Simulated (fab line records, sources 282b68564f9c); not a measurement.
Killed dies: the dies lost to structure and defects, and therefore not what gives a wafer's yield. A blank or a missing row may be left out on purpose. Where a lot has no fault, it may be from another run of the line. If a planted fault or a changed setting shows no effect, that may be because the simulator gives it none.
Problem report in the 8D (eight disciplines) form, filled by code || flow ritCmos || the parts of the form that need people (team, actions taken, sign-off) are left out

== 1. THE PROBLEM ==
Mean of oesProductAu at RIT_ACTIVE_ETCH_13: 0.960 a.u. across 6 wafers in 2 lots; on wafers with no fault it is 0.812 a.u. (standard deviation 0.014). That puts it +11 standard deviations away from the usual mean.
The step: etches Si3N4 in SF6, stops on SiO2, time 210 s, target depth 210 nm.
The first sign was on wafer L354.2 at day 2 10:43, on rieDiel-02. The record holds 18 wafers of 6 lots with a number at this step. Rule for "out" (also "out of limits"): further than 4 standard deviations from the usual mean. All remaining wafers that have a number are taken as sound.

== 2. WHAT IT IS, WHAT IT ISN'T ==
{"question": "which readings at this step", "is": "oesProductAu", "is not": "drypumpMotorCurrentA, throttleValvePct"}
{"question": "which lots", "is": "L354, L355", "is not": "L350, L368, L371, L373"}
{"question": "which wafers of those lots", "is": "all that have a number", "is not": "-"}
{"question": "read on which tools", "is": "rieDiel-02", "is not": "rieDiel-03, rieDiel-04"}
{"question": "when", "is": "from day 2 10:43", "is not": "up to then (3 sound wafers); but 9 sound wafers of L368, L371, L373 came after"}

== 3. THE SUSPECTS, EACH WITH WHAT RULES IT OUT ==
Counting: a tool at a process step up to the reading stays a suspect if it ran every lot that is out and no sound lot after the first of them.
- rieDiel-02 at RIT_ACTIVE_ETCH_13 (etches Si3N4 in SF6, stops on SiO2, time 210 s, target depth 210 nm): kept. It ran every lot that is out, first L354 (day 2 10:43), and no sound lot after that; its last sound lot up to then is L350 (day 1 15:23). Its own oesProductAu readings are out on those wafers.
Left after counting: rieDiel-02 at RIT_ACTIVE_ETCH_13.

== 4. THE CAUSE (what the simulator had put in) ==
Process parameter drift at RIT_ACTIVE_ETCH_13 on rieDiel-02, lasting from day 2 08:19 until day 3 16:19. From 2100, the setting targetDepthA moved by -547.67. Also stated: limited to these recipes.
This tool alone remained once counting was done.

== 5. THE CHAIN OF EFFECTS, in route order ==
Each row: a reading whose mean over the struck wafers that have a number lies more than 3 standard deviations from the usual. Scope: only readings with a usual standard deviation given in the record; hours: median across lots of the time from each lot's start at the first step in this table that gives one to its start at this step; sigmas: change in usual standard deviations.
{"hours": 0, "step": "RIT_ACTIVE_ETCH_13", "reading": "oesProductAu", "usual": "0.812 a.u.", "on struck wafers": 0.960, "change": "+0.148", "sigmas": "+11"}
It contains these process steps:
- RIT_ACTIVE_ETCH_13: etches Si3N4 in SF6, stops on SiO2, time 210 s, target depth 210 nm.

== 6. WHAT WOULD HAVE CAUGHT IT SOONER ==
In this record no reading fell out of limits until day 2 10:43, 2 hours after the fault had begun at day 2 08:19.
